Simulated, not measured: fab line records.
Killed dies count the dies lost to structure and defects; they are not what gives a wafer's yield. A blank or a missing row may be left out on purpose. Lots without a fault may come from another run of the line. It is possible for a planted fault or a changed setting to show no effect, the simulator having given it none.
Split-lot experiment :: flow berkeley cmos170 :: route with 331 steps; 5 lots, 23 wafers read

## SPLIT DETAILS
At UCB170_NVT_IMPLANT_07, the setting energy kev was moved away from the recipe's 50 on 8 of the 23 wafers read, by -5.9% to -3.5%. All remaining wafers had this setting at the recipe value.

## FROM SPLIT TO READING: 1 step shown by the file between the two
- UCB170_NVT_STRIP_08: strips in O2

## THE READING
NVT_TW, at UCB170_NVT_TW_MEAS_09. Fault-free wafers of this fab line usually give 525, standard deviation 3.6.

wafer: L075.2
tool, chamber at the split: implanter-01, 0
energy kev as run: 50
against the recipe: recipe
NVT_TW: 521
against lot-mates on the recipe: -

wafer: L075.3
tool, chamber at the split: implanter-01, 0
energy kev as run: 47.05
against the recipe: -5.9%
NVT_TW: 510
against lot-mates on the recipe: -10

wafer: L075.4
tool, chamber at the split: implanter-01, 0
energy kev as run: 47.05
against the recipe: -5.9%
NVT_TW: 512
against lot-mates on the recipe: -8

wafer: L075.5
tool, chamber at the split: implanter-01, 0
energy kev as run: 47.05
against the recipe: -5.9%
NVT_TW: 511
against lot-mates on the recipe: -10

wafer: L075.6
tool, chamber at the split: implanter-01, 0
energy kev as run: 50
against the recipe: recipe
NVT_TW: 520
against lot-mates on the recipe: -

wafer: L076.2
tool, chamber at the split: implanter-02, 0
energy kev as run: 48.25
against the recipe: -3.5%
NVT_TW: 519
against lot-mates on the recipe: -6

wafer: L076.3
tool, chamber at the split: implanter-02, 0
energy kev as run: 48.25
against the recipe: -3.5%
NVT_TW: 519
against lot-mates on the recipe: -6

wafer: L076.4
tool, chamber at the split: implanter-02, 0
energy kev as run: 50
against the recipe: recipe
NVT_TW: 525
against lot-mates on the recipe: -

wafer: L076.5
tool, chamber at the split: implanter-02, 0
energy kev as run: 48.25
against the recipe: -3.5%
NVT_TW: 520
against lot-mates on the recipe: -6

wafer: L076.6
tool, chamber at the split: implanter-02, 0
energy kev as run: 50
against the recipe: recipe
NVT_TW: 526
against lot-mates on the recipe: -

wafer: L078.1
tool, chamber at the split: implanter-01, 0
energy kev as run: 47.37
against the recipe: -5.3%
NVT_TW: 511
against lot-mates on the recipe: -8

wafer: L078.3
tool, chamber at the split: implanter-01, 0
energy kev as run: 50
against the recipe: recipe
NVT_TW: 518
against lot-mates on the recipe: -

wafer: L078.4
tool, chamber at the split: implanter-01, 0
energy kev as run: 47.37
against the recipe: -5.3%
NVT_TW: 514
against lot-mates on the recipe: -5

wafer: L078.5
tool, chamber at the split: implanter-01, 0
energy kev as run: 50
against the recipe: recipe
NVT_TW: 519
against lot-mates on the recipe: -

wafer: L078.6
tool, chamber at the split: implanter-01, 0
energy kev as run: 50
against the recipe: recipe
NVT_TW: 521
against lot-mates on the recipe: -

wafer: L080.1
tool, chamber at the split: implanter-01, 0
energy kev as run: 50
against the recipe: recipe
NVT_TW: 530
against lot-mates on the recipe: -

wafer: L080.2
tool, chamber at the split: implanter-01, 0
energy kev as run: 50
against the recipe: recipe
NVT_TW: 528
against lot-mates on the recipe: -

wafer: L080.5
tool, chamber at the split: implanter-01, 0
energy kev as run: 50
against the recipe: recipe
NVT_TW: 526
against lot-mates on the recipe: -

wafer: L085.1
tool, chamber at the split: implanter-02, 0
energy kev as run: 50
against the recipe: recipe
NVT_TW: 528
against lot-mates on the recipe: -

wafer: L085.2
tool, chamber at the split: implanter-02, 0
energy kev as run: 50
against the recipe: recipe
NVT_TW: 527
against lot-mates on the recipe: -

wafer: L085.4
tool, chamber at the split: implanter-02, 0
energy kev as run: 50
against the recipe: recipe
NVT_TW: 526
against lot-mates on the recipe: -

wafer: L085.5
tool, chamber at the split: implanter-02, 0
energy kev as run: 50
against the recipe: recipe
NVT_TW: 525
against lot-mates on the recipe: -

wafer: L085.6
tool, chamber at the split: implanter-02, 0
energy kev as run: 50
against the recipe: recipe
NVT_TW: 525
against lot-mates on the recipe: -

FIT RESULTS
A straight line over all 23 wafers: NVT_TW changes by +2.14 for each +1% of energy kev; r = +0.86; the points scatter about the line by 3.2.
The same after taking each lot's own level away (the mean of its wafers on the recipe; 23 wafers): +1.54 for each +1%; r = +0.95; scatter 1.3.
According to that fit, moving energy kev by its largest amount changes the reading by 9.1.
The span of the lots' own levels, 519.3 to 528.0, comes to 2.4 times the standard deviation stated above.
Thus the slope moves with the lot-to-lot level: the two fits are different.
Check: for one of the wafers moved furthest among these (-5.9%), held out of the fit, the line's prediction against its lot-mates is -8.85. Against them it came out at -10.5.

## THE OTHER SPLITS THESE WAFERS WENT THROUGH
Other splits were also applied to these wafers ahead of the reading. Each is held against what the fit with the lots' levels taken away leaves over:
other split on the same wafers: UCB170_ZERO_COAT_01 spin rpm
wafers away from the commonest value: 8
r with NVT_TW (lot level and that fit taken away): +0.16

other split on the same wafers: UCB170_ZERO_EXPOSE_03 dose mj
wafers away from the commonest value: 7
r with NVT_TW (lot level and that fit taken away): +0.21

other split on the same wafers: UCB170_NWELL_COAT_07 resist thk nm
wafers away from the commonest value: 8
r with NVT_TW (lot level and that fit taken away): -0.03

other split on the same wafers: UCB170_WELLDRIVE_OXIDATION_01 ox time s
wafers away from the commonest value: 10
r with NVT_TW (lot level and that fit taken away): -0.09

other split on the same wafers: UCB170_ACTIVE_CVD_05 nh3 flow sccm
wafers away from the commonest value: 15
r with NVT_TW (lot level and that fit taken away): -0.12

other split on the same wafers: UCB170_PFIELD_IMPLANT_07 energy kev
wafers away from the commonest value: 9
r with NVT_TW (lot level and that fit taken away): +0.24

other split on the same wafers: UCB170_FIELD_OXIDATION_01 temp c
wafers away from the commonest value: 5
r with NVT_TW (lot level and that fit taken away): +0.18

## THE WHOLE CHAIN: every reading that the file lists as answering this split, in the file's order
step: UCB170_NVT_IMPLANT_07
what it does: 
reading: implant.rp nm (the simulator's own value, which no gauge read)
change (the file's fit): +0.368 nm for each +1% of the setting
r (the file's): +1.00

step: UCB170_NVT_IMPLANT_07
what it does: 
reading: implant.drp nm (the simulator's own value, which no gauge read)
change (the file's fit): +0.134 nm for each +1% of the setting
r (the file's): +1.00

step: UCB170_NVT_TW_MEAS_09
what it does: 
reading: NVT_TW
change (the file's fit): +1.56 for each +1% of the setting
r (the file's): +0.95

## FILE'S OWN FIT
NVT_TW changes by +1.56 for each +1% of energy kev, r = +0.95.
